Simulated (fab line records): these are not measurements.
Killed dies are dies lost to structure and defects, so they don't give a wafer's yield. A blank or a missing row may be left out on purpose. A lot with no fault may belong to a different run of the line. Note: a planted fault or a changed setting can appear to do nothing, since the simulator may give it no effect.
Struck lot and sound lot, side by side :: flow berkeley_cmos170 :: 13 out of 331 route steps
Sound: the wafers L926.3, L926.5, L926.6. Wafers struck: L916.3, L916.4, L916.6. The cause is named last.
Each step with rows lists, per side, the tool, then ch with its chambers, then its first start. Under that, the readings that differ: sound wafers :: struck wafers :: difference of the means :: sigmas: that difference in standard deviations of wafers without a fault.
alike: readings with means less than 2 such deviations apart, plus words and numbers identical on both sides. not compared: withheld readings, readings lacking a value on some wafer, bounds such as >300 that could conceal the same value, and numbers that have no deviation in the record and whose values overlap.
The two part at a step that has a row with sigmas, a row that says differs or no value, or rows on one side only. When numbers do not overlap yet have no deviation, they are printed without sigmas and do not part them. A reading that every wafer of one side lacks parts them only if that side has two wafers or more.

UCB170_START_BOW_MEAS_00:
  sound: film_metro-04 at day 4 13:02; struck: film_metro-03 at day 2 11:02
  alike: INCOMING_BOW
then, 2 steps without rows for these wafers: UCB170_START_CLEAN_01 (cleans in dHF, time 60 s); UCB170_START_OXIDATION_02 (target thk 20 nm, ox time 1800 s).
UCB170_START_THK_MEAS_03:
  sound: film_metro-02 at day 4 16:22; struck: film_metro-03 at day 2 12:44
  alike: START_OXIDE_THK
then, 7 steps without rows for these wafers: UCB170_START_ANNEAL_04 (time 1200 s); UCB170_ZERO_HMDS_00 (prime time 60 s); UCB170_ZERO_COAT_01 (resist thk 900 nm); UCB170_ZERO_SOFTBAKE_02 (time 57.86 s); UCB170_ZERO_EXPOSE_03 (exposes mask PM MARKS, target cd 4000 nm); UCB170_ZERO_PEB_04; UCB170_ZERO_DEVELOP_05 (develop time 45 s).
UCB170_ZERO_ETCH_06: etches SiO2 in CHF3/CF4/Ar, time 12 s.
  sound on rie_diel-02 ch 0,2,3, day 4 22:32; struck on rie_diel-04 ch 1,2, day 2 18:05
  alike: CHF3_flow_sccm, cf4_flow_sccm, drypump_motor_current_A, oes_product_au, throttle_valve_pct
  not compared: rf_hours_counter_h
UCB170_ZERO_STRIP_07: strips in O2.
  sound on plasma_asher-02 ch 0,1, day 4 22:36; struck on plasma_asher-02 ch 0,1, day 2 18:09
  no value came back on the struck wafers for chamber_pressure_mTorr (mTorr), drypump_motor_current_A (A), oes_product_au (a.u.), strip_time_to_endpoint_s (s); on the sound wafers chamber_pressure_mTorr (mTorr) reads 3500 3495 3505
reading: model.KrF_of_ZERO_COAT_01.thk_nm (nm)
sound: 0 0 0
struck: 889.7 889.8 890.5
difference: +890.0
sigmas: 
  not compared: rf_hours_counter_h

== WHERE THEY PART ==
Within this record, at UCB170_ZERO_STRIP_07 only.

WHY: whatever the simulator had introduced
Whole step skipped at UCB170_ZERO_STRIP_07 on plasma_asher-02, starting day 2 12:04. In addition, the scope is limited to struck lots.
